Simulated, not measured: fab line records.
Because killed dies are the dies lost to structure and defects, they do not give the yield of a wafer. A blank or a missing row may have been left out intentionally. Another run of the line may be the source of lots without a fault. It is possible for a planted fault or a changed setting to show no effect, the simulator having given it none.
Split-lot trial -- flow rit-cmos -- 5 lots, 23 wafers read, on a route of 202 steps

== THE SPLIT ITSELF ==
At RIT_PLDD_COAT_01 (resist thk 1000 nm), the setting resist-thk-nm was moved away from the recipe's 1000 nm on 7 of the 23 wafers read, by -4.6% to +5.6%. The other wafers ran this setting at the recipe's value.

== FROM THE SPLIT TO THE READING: what the file shows between them, 3 steps ==
- RIT_PLDD_SOFTBAKE_02: time 60 s
- RIT_PLDD_EXPOSE_03: exposes mask M8, target cd 40900 nm
- RIT_PLDD_DEVELOP_05: develop time 50 s

== THE READING ==
NOVOLAK_of_PLDD_COAT_01.thk-nm (the simulator's own value, which no gauge read), in nm, at RIT_PLDD_HARDBAKE_07 (time 60 s). There is no usual value for it anywhere in the file. The 16 wafers here that ran the recipe average 883.7 nm, standard deviation 0.95 nm.

wafer,"tool, chamber at the split","resist-thk-nm as run, nm",against the recipe,"NOVOLAK_of_PLDD_COAT_01.thk-nm, nm",against lot-mates on the recipe
L077.2,"litho-track-02, 0",1056,+5.6%,932.8,+49.3
L077.3,"litho-track-02, 0",1000,recipe,883.8,-
L077.4,"litho-track-02, 0",1000,recipe,883.5,-
L077.5,"litho-track-02, 0",1000,recipe,883.3,-
L077.6,"litho-track-02, 0",1056,+5.6%,930,+46.5
L079.1,"litho-track-01, 0",953.7,-4.6%,842.1,-41.3
L079.6,"litho-track-01, 0",953.7,-4.6%,842.1,-41.3
L079.3,"litho-track-01, 0",953.7,-4.6%,844.7,-38.7
L079.4,"litho-track-01, 0",1000,recipe,884.1,-
L079.5,"litho-track-01, 0",1000,recipe,882.7,-
L082.1,"litho-track-01, 0",1000,recipe,885.2,-
L082.3,"litho-track-01, 0",1000,recipe,885.8,-
L082.4,"litho-track-01, 0",1000,recipe,884.4,-
L082.5,"litho-track-01, 0",1000,recipe,885,-
L082.6,"litho-track-01, 0",1000,recipe,882.7,-
L083.4,"litho-track-02, 0",1000,recipe,884.2,-
L083.5,"litho-track-02, 0",1000,recipe,882.7,-
L083.6,"litho-track-02, 0",1000,recipe,883.5,-
L084.2,"litho-track-04, 0",1000,recipe,883.1,-
L084.3,"litho-track-04, 0",1000,recipe,883.5,-
L084.4,"litho-track-04, 0",1000,recipe,882.4,-
L084.5,"litho-track-04, 0",979.8,-2.0%,864.2,-18.8
L084.6,"litho-track-04, 0",979.8,-2.0%,863.4,-19.6

FIT RESULTS
A straight line over all 23 wafers: NOVOLAK_of_PLDD_COAT_01.thk-nm changes by +8.72 nm for each +1% of resist-thk-nm; r = +1.00; the points scatter about the line by 1.3 nm.
The same after taking each lot's own level away (the mean of its wafers on the recipe; 23 wafers): +8.68 nm for each +1%; r = +1.00; scatter 1 nm.
That fit puts the effect of the largest move of resist-thk-nm on the reading at 49 nm.
The lots' own levels span 883.00 to 884.62 nm, that is 1.7 times the standard deviation above.
Hence the lot-to-lot level has little effect on the slope; both slopes agree.
Check: for one of the wafers moved furthest among these (+5.6%), held out of the fit, the line's prediction against its lot-mates is +48 nm. Against them it came out at +49.3 nm.

== OTHER SPLITS APPLIED TO THESE WAFERS ==
Other splits were also applied to these wafers ahead of the reading. Each is held against what the fit with the lots' levels taken away leaves over:
other split on the same wafers,wafers away from the commonest value,r with NOVOLAK_of_PLDD_COAT_01.thk-nm (lot level and that fit taken away)
RIT_ACTIVE_COAT_06 spin-rpm,7,-0.07
RIT_ACTIVE_SOFTBAKE_07 time-s,6,-0.17
RIT_NWELL_COAT_01 resist-thk-nm,6,+0.12
RIT_NWELL_IMPLANT_08 energy-kev,4,-0.10
RIT_PWELL_IMPLANT_08 dose-cm2,6,+0.25
RIT_NRETRO_IMPLANT_08 energy-kev,8,-0.11
RIT_PRETRO_COAT_01 spin-rpm,6,-0.28
RIT_GATE_CVD_08 pressure-mtorr,18,-0.14
RIT_GATE_DEVELOP_15 dev-temp-c,9,-0.17

== THE WHOLE CHAIN: every reading that the file lists as answering this split, in the file's order ==
step,what it does,reading,change (the file's fit),r (the file's)
RIT_PLDD_COAT_01,resist thk 1000 nm,"NOVOLAK_of_PLDD_COAT_01.thk-nm (the simulator's own value, which no gauge read)",+9.93 nm for each +1% of the setting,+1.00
RIT_PLDD_HARDBAKE_07,time 60 s,"NOVOLAK_of_PLDD_COAT_01.thk-nm (the simulator's own value, which no gauge read)",+8.69 nm for each +1% of the setting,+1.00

== FILE'S OWN FIT ==
NOVOLAK_of_PLDD_COAT_01.thk-nm changes by +8.69 nm for each +1% of resist-thk-nm, r = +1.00.
